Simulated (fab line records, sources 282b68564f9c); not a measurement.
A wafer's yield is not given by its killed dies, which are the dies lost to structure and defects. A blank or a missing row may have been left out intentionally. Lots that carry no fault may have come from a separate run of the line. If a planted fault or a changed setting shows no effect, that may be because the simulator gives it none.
Lot-split experiment | flow ritCmos | 23 wafers read from 5 lots, route of 202 steps

## THE SPLIT ITSELF
At RIT_GATE_OXIDATION_05 (target thk 3 nm, ox time 270 s), the setting oxTimeS was moved away from the recipe's 270 s on 10 of the 23 wafers read, by -6.6% to +3.9%. The other wafers ran this setting at the recipe's value.

Reading taken at the split's own step.

## THE READING
SiO2_of_GATE_OXIDATION_05.thkNm (the simulator's own value, which no gauge read), in nm, at RIT_GATE_OXIDATION_05 (target thk 3 nm, ox time 270 s). The file does not state a usual value for it. The 13 wafers here that ran the recipe average 2.996 nm, standard deviation 0.056 nm.

wafer  | tool, chamber at the split | oxTimeS as run, s | against the recipe | SiO2_of_GATE_OXIDATION_05.thkNm, nm | against lot-mates on the recipe
L075.1 | -, -                       | 270               | recipe             | 2.892                               | -
L075.2 | -, -                       | 270               | recipe             | 2.984                               | -
L075.3 | -, -                       | 270               | recipe             | 2.915                               | -
L075.4 | -, -                       | 270               | recipe             | 2.977                               | -
L075.5 | -, -                       | 270               | recipe             | 2.935                               | -
L076.1 | -, -                       | 252.3             | -6.6%              | 2.818                               | no lot-mate on the recipe
L076.2 | -, -                       | 252.3             | -6.6%              | 2.792                               | no lot-mate on the recipe
L076.3 | -, -                       | 252.3             | -6.6%              | 2.78                                | no lot-mate on the recipe
L076.4 | -, -                       | 252.3             | -6.6%              | 2.836                               | no lot-mate on the recipe
L076.6 | -, -                       | 252.3             | -6.6%              | 2.799                               | no lot-mate on the recipe
L078.1 | -, -                       | 270               | recipe             | 3.037                               | -
L078.2 | -, -                       | 270               | recipe             | 3.049                               | -
L078.3 | -, -                       | 270               | recipe             | 3.052                               | -
L078.4 | -, -                       | 270               | recipe             | 3.079                               | -
L078.6 | -, -                       | 270               | recipe             | 3.056                               | -
L079.1 | -, -                       | 280.6             | +3.9%              | 3.077                               | no lot-mate on the recipe
L079.2 | -, -                       | 280.6             | +3.9%              | 3.051                               | no lot-mate on the recipe
L079.3 | -, -                       | 280.6             | +3.9%              | 3.057                               | no lot-mate on the recipe
L079.4 | -, -                       | 280.6             | +3.9%              | 3.088                               | no lot-mate on the recipe
L079.6 | -, -                       | 280.6             | +3.9%              | 3.106                               | no lot-mate on the recipe
L082.1 | furnace-04, 0              | 270               | recipe             | 2.979                               | -
L082.2 | furnace-04, 0              | 270               | recipe             | 3.013                               | -
L082.3 | furnace-04, 0              | 270               | recipe             | 2.985                               | -

THE FIT
A straight line over all 23 wafers: SiO2_of_GATE_OXIDATION_05.thkNm changes by +0.0264 nm for each +1% of oxTimeS; r = +0.90; the points scatter about the line by 0.047 nm.
Too few moved wafers with a lot-mate on the recipe to fit a line net of each lot's own level.

## FILE'S OWN FIT
SiO2_of_GATE_OXIDATION_05.thkNm changes by +0.0264 nm for each +1% of oxTimeS, r = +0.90.
